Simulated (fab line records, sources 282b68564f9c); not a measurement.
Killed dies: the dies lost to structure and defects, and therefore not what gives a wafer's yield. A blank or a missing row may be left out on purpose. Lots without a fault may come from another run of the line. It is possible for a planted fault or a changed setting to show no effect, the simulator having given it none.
fab line records    flow rit_cmos
record: lots: 6  wafers: 18  last_day: 7
route steps=202 shown CONTACT@177 M1@184
lots that met no fault: from a run of the same line without faults
start_h: start of the lot's first displayed wafer, in hours after the record's first day    wait_h: how many hours have passed since the lot's step before this one    " unchanged from the row above    L1.1+2: one row covering several wafers at once    - no value, or no start was given    * or withheld: withheld    < > ~ a bound
route shown NAME@n: names a module that has steps shown in the file, with the first one's number in the route    usual: the fault-free wafers' mean and standard deviation    same: alike in all rows    chamber/n: place in a boat    sites: readings site by site    _std_site: the values' standard deviation    _edge_site: inner sites' mean taken away from outer sites' mean    radius_mm: for every site, how far away it sits from the centre of the wafer    mask NAME#n: copy n    behind: the tool/chamber that last shaped the wafer    hold: the reason the lot was held/the length of the hold in hours/how it ended    device: the transistor (n, p or np) that didn't switch    end of line: the same wafers' tests at the end of the route    a step without rows: its recipe alone    killed: dies that structure and defects cost at the first sort, which is not the same as the wafer's yield    map: the dies of a wafer, with x for killed, . for not killed, _ for no die there
set.NAME: the setting as run; set.NAME@STEP: as run at that earlier step    model.NAME: the simulator's own value behind a step, which no gauge read
certain route steps with their lots: each step a table, each wafer a row
services: the hour from which a tool's chamber was out of use, counted from the record's first day as start_h (under 0 if before that day), plus the number of hours and why
== steps ==
step: RIT_CONTACT_OVL_MEAS_09
usual: CONTACT_OVL: 0.2/1.4
lot.wafer  tool        chamber  start_h  wait_h  CONTACT_OVL[nm]
L133.3     overlay-02  -        67.56    0.1     0.3
L133.4     "           -        "        "       0.7
L133.5     "           -        "        "       -1.5
L137.2     overlay-02  -        87.33    0.1     -1.2
L137.5     "           -        "        "       -0.5
L137.6     "           -        "        "       -0.5
L142.2     overlay-01  -        111.78   0.1     0.1
L142.5     "           -        "        "       0.4
L142.6     "           -        "        "       0.5
L143.1     overlay-02  -        116.25   0.1     1.5
L143.3     "           -        "        "       -0.8
L143.6     "           -        "        "       -0.5
L152.2     overlay-01  -        163.87   0.1     0.8
L152.3     "           -        "        "       -0.7
L152.6     "           -        "        "       0.3
L153.1     overlay-01  -        172.28   0.1     3.4
L153.2     "           -        "        "       3.0
L153.5     "           -        "        "       1.4
step: RIT_CONTACT_HARDBAKE_10
recipe: resist: NOVOLAK  temp_c: 140  time_s: 60
step: RIT_CONTACT_ETCH_11
recipe: target_depth_a: 4800  over_etch_frac: 0.2  stop_on: TiSi2  chemistry: CHF3/CF4/Ar  target: SiO2  CHF3_flow_sccm: 50  cf4_flow_sccm: 10  Ar_flow_sccm: 100  O2_flow_sccm: 5  pressure_mtorr: 100  rf_w: 200  time_s: 320
usual: drypump_motor_current_A: 5.8/0.44  oes_product_au: 0.987/0.016  rf_fwd_power_W: 199.6/0.59  throttle_valve_pct: 8.92/0.12
lot.wafer  tool         chamber  start_h  wait_h  drypump_motor_current_A  oes_product_au  rf_fwd_power_W  rf_hours_counter_h  throttle_valve_pct
L133.3     rie_diel-04  2        67.73    0.1     6.2                      0.975           198.5           8                   9.07
L133.4     "            0        "        "       6.2                      0.982           199.7           6                   8.91
L133.5     "            1        "        "       5.7                      0.976           199.2           -                   8.79
L137.2     rie_diel-02  1        87.51    0.1     4.9                      1.002           199.0           150                 8.80
L137.5     "            0        "        "       5.3                      0.968           199.4           -                   8.90
L137.6     "            1        "        "       5.0                      0.997           200.2           -                   8.78
L142.2     rie_diel-02  0        111.96   0.1     5.3                      0.973           198.2           5                   8.90
L142.5     "            0        "        "       5.3                      0.969           199.4           -                   8.90
L142.6     "            3        "        "       6.0                      0.999           199.9           -                   9.04
L143.1     rie_diel-02  3        116.44   0.1     6.0                      0.997           198.8           120                 9.05
L143.3     "            1        "        "       5.0                      0.999           199.9           151                 8.80
L143.6     "            1        "        "       5.0                      0.999           198.8           -                   8.79
L152.2     rie_diel-01  2        164.05   0.1     5.7                      1.006           200.7           57                  9.00
L152.3     "            0        "        "       5.5                      0.990           199.8           8                   8.88
L152.6     "            0        "        "       5.5                      0.985           199.8           -                   8.87
L153.1     rie_diel-04  2        172.46   0.1     6.2                      0.960           199.8           10                  9.09
L153.2     "            0        "        "       6.2                      0.978           199.1           8                   8.92
L153.5     "            1        "        "       5.8                      0.982           200.0           -                   8.79
step: RIT_CONTACT_STRIP_12
recipe: chemistry: O2  time_s: 180  resist: NOVOLAK  platen_temp_c: withheld  power_w: 500  pressure_mtorr: 4000  o2_flow_sccm: 4000
usual: drypump_motor_current_A: 5.46/0.28  rf_refl_power_W: 7.5/1.6
lot.wafer  tool             chamber  start_h  wait_h  drypump_motor_current_A  rf_hours_counter_h  rf_refl_power_W
L133.3     plasma_asher-03  1        67.98    0.2     5.45                     -                   9.7
L133.4     "                0        "        "       6.00                     -                   9.3
L133.5     "                1        "        "       5.49                     -                   9.6
L137.2     plasma_asher-02  0        87.70    0.1     5.62                     37                  4.6
L137.5     "                0        "        "       5.60                     -                   4.8
L137.6     "                1        "        "       5.55                     -                   5.9
L142.2     plasma_asher-03  1        112.15   0.1     5.45                     47                  9.6
L142.5     "                0        "        "       5.98                     -                   9.1
L142.6     "                1        "        "       5.50                     -                   9.4
L143.1     plasma_asher-04  1        116.63   0.1     5.04                     53                  7.3
L143.3     "                1        "        "       5.04                     -                   7.4
L143.6     "                1        "        "       5.04                     -                   7.2
L152.2     plasma_asher-04  0        164.25   0.1     5.43                     58                  7.8
L152.3     "                1        "        "       5.02                     -                   7.4
L152.6     "                1        "        "       5.03                     -                   6.9
L153.1     plasma_asher-03  1        172.66   0.1     5.49                     53                  9.8
L153.2     "                0        "        "       5.95                     53                  9.4
L153.5     "                0        "        "       5.95                     -                   9.3
step: RIT_CONTACT_CD_MEAS_90
recipe: target_cd_nm: 1000
usual: cd_nm: 1000.5/2.2
lot.wafer  tool       chamber  start_h  wait_h  cd_nm
L133.3     cd_sem-02  -        68.14    0.1     1005.0
L133.4     "          -        "        "       1003.2
L133.5     "          -        "        "       1005.3
L137.2     cd_sem-02  -        87.90    0.1     999.3
L137.5     "          -        "        "       999.6
L137.6     "          -        "        "       1000.3
L142.2     cd_sem-01  -        112.35   0.1     997.9
L142.5     "          -        "        "       996.8
L142.6     "          -        "        "       995.9
L143.1     cd_sem-02  -        116.81   0.1     1000.7
L143.3     "          -        "        "       1001.8
L143.6     "          -        "        "       1000.7
L152.2     cd_sem-01  -        164.44   0.1     999.4
L152.3     "          -        "        "       998.9
L152.6     "          -        "        "       999.9
L153.1     cd_sem-01  -        172.83   0.1     996.3
L153.2     "          -        "        "       996.2
L153.5     "          -        "        "       996.3
step: RIT_CONTACT_CLEAN_13
recipe: chemistry: SC1  mix: 3:3:50  time_s: 600  temp_c: 74.14
step: RIT_CONTACT_CLEAN_14
recipe: chemistry: SC2  mix: 3:3:50  time_s: 600  temp_c: 75  dry: n2_spin
step: RIT_M1_SPUTTER_00
recipe: material: Al  target_thk_nm: 400  power_w: 2000  chamber_pressure_pa: 0.4  gas: Ar  time_s: 500  substrate_temp_c: 25
usual: cathode_dc_power_W: 2000.0/0.4  throttle_valve_pct: 30.7/0.91
lot.wafer  tool            chamber  start_h  wait_h  cathode_dc_power_W  throttle_valve_pct
L133.3     pvd_sputter-02  -        68.57    0.0     2000.1              30.2
L133.4     "               -        "        "       2000.2              31.6
L133.5     "               -        "        "       1999.6              31.3
L137.2     pvd_sputter-02  -        88.35    0.0     2000.9              31.3
L137.5     "               -        "        "       2000.3              30.1
L137.6     "               -        "        "       2000.2              31.6
L142.2     pvd_sputter-03  -        112.82   0.0     2000.2              30.3
L142.5     "               -        "        "       2000.8              30.2
L142.6     "               -        "        "       2000.9              32.4
L143.1     pvd_sputter-02  -        117.31   0.0     1999.9              30.9
L143.3     "               -        "        "       2000.0              30.1
L143.6     "               -        "        "       2000.4              30.3
L152.2     pvd_sputter-04  -        164.89   0.0     1999.6              29.9
L152.3     "               -        "        "       1999.9              28.7
L152.6     "               -        "        "       2000.2              28.7
L153.1     pvd_sputter-02  -        173.30   0.0     1999.8              31.1
L153.2     "               -        "        "       1999.9              29.7
L153.5     "               -        "        "       2000.3              31.7
step: RIT_M1_RS_MEAS_01
recipe: thk_meas_gauge: four-point-probe  reads: Al_of_M1_SPUTTER_00
usual: M1_AL_RS: 0.0733/0.00076
lot.wafer  tool           chamber  start_h  wait_h  M1_AL_RS[ohm/sq]
L133.3     film_metro-03  -        68.91    0.2     0.0742
L133.4     "              -        "        "       0.0732
L133.5     "              -        "        "       0.0739
L137.2     film_metro-02  -        88.66    0.2     0.0734
L137.5     "              -        "        "       0.0751
L137.6     "              -        "        "       0.0736
L142.2     film_metro-04  -        113.13   0.2     0.0737
L142.5     "              -        "        "       0.0739
L142.6     "              -        "        "       0.0736
L143.1     film_metro-02  -        117.60   0.1     0.0735
L143.3     "              -        "        "       0.0738
L143.6     "              -        "        "       0.0738
L152.2     film_metro-02  -        165.21   0.2     0.0734
L152.3     "              -        "        "       0.0741
L152.6     "              -        "        "       0.0746
L153.1     film_metro-04  -        173.60   0.1     0.0742
L153.2     "              -        "        "       0.0739
L153.5     "              -        "        "       0.0739
step: RIT_M1_THK_MEAS_02
recipe: thk_meas_gauge: xrf  reads: Al_of_M1_SPUTTER_00
usual: M1_AL_THK: 405/4.4
lot.wafer  tool           chamber  start_h  wait_h  M1_AL_THK[nm]
L133.3     film_metro-03  -        69.01    0.1     398
L133.4     "              -        "        "       401
L133.5     "              -        "        "       400
L137.2     film_metro-02  -        88.77    0.1     403
L137.5     "              -        "        "       396
L137.6     "              -        "        "       403
L142.2     film_metro-04  -        113.24   0.1     402
L142.5     "              -        "        "       404
L142.6     "              -        "        "       402
L143.1     film_metro-02  -        117.72   0.1     403
L143.3     "              -        "        "       401
L143.6     "              -        "        "       404
L152.2     film_metro-02  -        165.32   0.1     404
L152.3     "              -        "        "       401
L152.6     "              -        "        "       399
L153.1     film_metro-04  -        173.72   0.1     398
L153.2     "              -        "        "       401
L153.5     "              -        "        "       401
step: RIT_M1_HMDS_03
recipe: prime_time_s: 60  prime_temp_c: 140
step: RIT_M1_COAT_04
recipe: resist: NOVOLAK  spin_rpm: 2000  resist_thk_nm: 1300
step: RIT_M1_SOFTBAKE_05
recipe: resist: NOVOLAK  temp_c: 90  time_s: 60
usual: heater_power_total_W: 34.56/0.047  plate_temp_C: 90.00/0.12
lot.wafer  tool            chamber  start_h  wait_h  heater_power_total_W  plate_temp_C  model.NOVOLAK_of_M1_COAT_04.thk_nm
L133.3     litho_track-02  0        69.40    0.1     34.60                 89.87         1302
L133.4     "               0        "        "       34.62                 89.96         1301
L133.5     "               0        "        "       34.58                 89.88         1301
L137.2     litho_track-01  0        89.15    0.1     34.58                 90.06         1299
L137.5     "               0        "        "       34.59                 90.01         1298
L137.6     "               0        "        "       34.63                 89.94         1302
L142.2     litho_track-02  0        113.62   0.1     35.95                 92.81         1282
L142.5     "               0        "        "       36.01                 92.82         1281
L142.6     "               0        "        "       36.07                 92.88         1281
L143.1     litho_track-02  0        118.08   0.1     36.02                 92.82         1286
L143.3     "               0        "        "       36.07                 92.89         1283
L143.6     "               0        "        "       36.02                 92.74         1281
L152.2     litho_track-04  0        165.70   0.1     34.54                 89.92         1298
L152.3     "               0        "        "       34.60                 89.70         1296
L152.6     "               0        "        "       34.55                 89.83         1300
L153.1     litho_track-04  0        174.08   0.1     34.48                 90.28         1295
L153.2     "               0        "        "       34.60                 90.11         1304
L153.5     "               0        "        "       34.58                 89.97         1303
step: RIT_M1_EXPOSE_06
recipe: mask_id: M12  na: 0.6  source_shape: conventional  sigma_outer: 0.5  target_cd_nm: 2600  dose_mj: 250
step: RIT_M1_PEB_07
recipe: resist: NOVOLAK  temp_c: withheld  time_s: withheld
step: RIT_M1_DEVELOP_08
recipe: resist: NOVOLAK  develop_time_s: 68  dev_temp_c: 23
usual: developer_temp_C: 22.99/0.096
lot.wafer  tool            chamber  start_h  wait_h  developer_temp_C  model.NOVOLAK_of_M1_COAT_04.thk_nm
L133.3     litho_track-04  0        -        -       23.08             1301
L133.4     "               0        "        "       23.00             1301
L133.5     "               0        "        "       22.90             1300
L137.2     litho_track-04  0        -        -       22.79             1299
L137.5     "               0        "        "       22.80             1298
L137.6     "               0        "        "       23.04             1302
L142.2     litho_track-04  0        -        -       22.98             1282
L142.5     "               0        "        "       23.15             1280
L142.6     "               0        "        "       23.06             1280
L143.1     litho_track-04  0        -        -       22.78             1285
L143.3     "               0        "        "       23.06             1282
L143.6     "               0        "        "       22.98             1280
L152.2     litho_track-02  0        -        -       22.87             1297
L152.3     "               0        "        "       22.96             1295
L152.6     "               0        "        "       23.06             1300
L153.1     litho_track-01  0        -        -       22.94             1295
L153.2     "               0        "        "       23.03             1304
L153.5     "               0        "        "       22.88             1302
step: RIT_M1_CD_MEAS_09
recipe: target_cd_nm: 2600
usual: cd_nm: 2600.3/2.4
lot.wafer  tool       chamber  start_h  wait_h  cd_nm
L133.3     cd_sem-02  -        70.18    -       2600.1
L133.4     "          -        "        "       2599.8
L133.5     "          -        "        "       2600.6
L137.2     cd_sem-02  -        89.85    -       2600.5
L137.5     "          -        "        "       2601.1
L137.6     "          -        "        "       2599.8
L142.2     cd_sem-02  -        114.19   -       2597.6
L142.5     "          -        "        "       2597.4
L142.6     "          -        "        "       2598.0
L143.1     cd_sem-02  -        118.79   -       2596.3
L143.3     "          -        "        "       2597.5
L143.6     "          -        "        "       2598.2
L152.2     cd_sem-02  -        166.28   -       2600.4
L152.3     "          -        "        "       2599.6
L152.6     "          -        "        "       2601.3
L153.1     cd_sem-01  -        174.91   -       2598.8
L153.2     "          -        "        "       2601.2
L153.5     "          -        "        "       2600.9
step: RIT_M1_PROBE_99
usual: defect_limited_yield: 97.5/1.2  killed_at_contacts: 0.1/0.24  killed_at_front_end: 7/3  killed_dies: 7/3  killed_open: 3.2/1.8  killed_short: 3.5/2.1  sort_bin_3_pad_short: 0.1/0.2  sort_bin_5_function: 1.5/0.92  sort_bin_6_memory: 0.9/0.6  sort_n_pass: 257/3  sort_yield_pct: 97.5/1.2
same: gross_dies: 264  killed_at_M0_to_M3: 0  killed_at_M4_up: 0  killed_at_back_side: 0  killed_at_other: 0
lot.wafer  tool       chamber  start_h  wait_h  defect_limited_yield[%]  killed_at_contacts  killed_at_front_end  killed_dies  killed_open  killed_short  sort_bin_3_pad_short[%]  sort_bin_5_function[%]  sort_bin_6_memory[%]  sort_n_pass  sort_yield_pct[%]
L137.2     prober-01  -        92.54    0.1     94.7                     0                   14                   14           6            8             0.4                      3.4                     1.5                   250          94.7
L137.5     prober-01  -        92.69    0.2     96.6                     0                   9                    9            4            5             0                        1.9                     1.5                   255          96.6
L137.6     prober-01  -        92.74    0.2     97.7                     0                   6                    6            3            3             0                        1.5                     0.8                   258          97.7
L142.2     prober-02  -        116.89   0.1     97.3                     0                   7                    7            2            5             0                        1.9                     0.8                   257          97.3
L142.5     prober-02  -        117.04   0.2     98.9                     0                   3                    3            2            1             0                        0.8                     0.4                   261          98.9
L142.6     prober-02  -        117.09   0.2     97.7                     0                   6                    6            6            0             0                        0.8                     1.5                   258          97.7
L152.2     prober-02  -        169.04   0.1     98.9                     0                   3                    3            1            2             0.4                      0.4                     0.4                   261          98.9
L152.3     prober-02  -        169.09   0.2     97.7                     0                   6                    6            3            3             0                        1.1                     1.1                   258          97.7
L152.6     prober-02  -        169.24   0.2     98.1                     0                   5                    5            3            2             0.4                      0.4                     1.1                   259          98.1
L153.1     prober-01  -        177.69   0.1     98.9                     0                   3                    3            2            1             0                        0.8                     0.4                   261          98.9
L153.2     prober-01  -        177.74   0.1     98.9                     0                   3                    3            0            3             0.4                      0.8                     0                     261          98.9
L153.5     prober-01  -        177.89   0.2     97.3                     0                   7                    7            3            4             0                        0.8                     1.9                   257          97.3
killed by level:class
L137.2 GATE:geometric_particle:short=4 FOX1:geometric_particle:open=3 GATE:geometric_particle:open=3 SILICIDE:geometric_particle:short=2 FOX1:geometric_particle:short=1 SPACER:geometric_particle:short=1
L137.5 FOX1:geometric_particle:open=3 GATE:geometric_particle:short=3 FOX1:geometric_particle:short=2 REOX:geometric_particle:open=1
L137.6 GATE:geometric_particle:open=2 FOX1:geometric_particle:short=1 REOX:geometric_particle:short=1 SPACER:geometric_particle:short=1 SILICIDE:geometric_particle:open=1
L142.2 FOX1:geometric_particle:short=2 FOX2:geometric_particle:short=2 FOX1:geometric_particle:open=1 REOX:geometric_particle:short=1 SILICIDE:geometric_particle:open=1
L142.5 FOX1:geometric_particle:open=1 FOX1:geometric_particle:short=1 SILICIDE:geometric_particle:open=1
L142.6 SPACER:geometric_particle:open=4 FOX1:geometric_particle:open=1 GATE:geometric_particle:open=1
L152.2 GATE:geometric_particle:open=1 SPACER:geometric_particle:short=1 SILICIDE:geometric_particle:short=1
L152.3 REOX:geometric_particle:open=2 SPACER:geometric_particle:short=2 FOX2:geometric_particle:open=1 SILICIDE:geometric_particle:short=1
L152.6 SPACER:geometric_particle:open=2 FOX1:geometric_particle:short=1 FOX2:geometric_particle:open=1 SILICIDE:geometric_particle:short=1
L153.1 REOX:geometric_particle:open=2 GATE:geometric_particle:short=1
L153.2 SPACER:geometric_particle:short=2 FOX2:geometric_particle:short=1
L153.5 FOX1:geometric_particle:open=3 GATE:geometric_particle:short=1 REOX:geometric_particle:short=1 SPACER:geometric_particle:short=1 SILICIDE:geometric_particle:short=1
== services ==
tool             chamber  start_h  hours  kind
rie_diel-02      1        58.30    5.1    repair
plasma_asher-03  -        60.21    2.8    pm
plasma_asher-03  -        81.50    28.1   pm
pvd_sputter-04   -        86.09    1.1    repair
rie_diel-02      1        90.58    3.9    repair
rie_diel-02      2        104.33   14.5   repair
rie_diel-01      -        107.19   14.6   pm
plasma_asher-02  -        108.75   9.0    pm
plasma_asher-02  0        108.75   9.0    vent_cycle
plasma_asher-02  1        108.75   9.0    vent_cycle
rie_diel-04      -        116.13   2.8    pm
plasma_asher-02  0        117.75   -      clean
plasma_asher-02  1        117.75   -      clean
rie_diel-01      -        122.60   1.5    repair
rie_diel-02      0        128.17   2.4    repair
plasma_asher-03  -        131.59   9.1    repair
rie_diel-01      2        135.59   19.8   repair
rie_diel-02      1        143.58   -      clean
rie_diel-02      1        143.58   21.6   scheduled_down
rie_diel-02      1        143.58   21.6   vent_cycle
rie_diel-02      2        143.72   1.5    repair
pvd_sputter-04   -        144.10   7.5    repair
== key ==
first_sign: step: RIT_M1_SOFTBAKE_05  reading: heater_power_total_W  direction: up  sigmas: 31  usual: 34.56  struck: 36.02
effect: step: RIT_M1_SOFTBAKE_05  reading: plate_temp_C  direction: up  sigmas: 23  usual: *  struck: *
model_effect: step: RIT_M1_SOFTBAKE_05  value: NOVOLAK_of_M1_COAT_04.thk_nm  without: 1292  struck: 1282
model_effect: step: RIT_M1_DEVELOP_08  value: NOVOLAK_of_M1_COAT_04.thk_nm  without: 1291  struck: 1282
met_at RIT_M1_SOFTBAKE_05
struck_wafers L142.2,L142.5,L142.6,L143.1,L143.3,L143.6
onset_between 69.40 113.62
fault: kind: process_parameter_drift  tool: litho_track-02  chamber: -  onset_h: 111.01  steps: RIT_M1_SOFTBAKE_05  channel: temp_c  offset: *  shape: step  end_h: 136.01  acts_in: *  stated: *
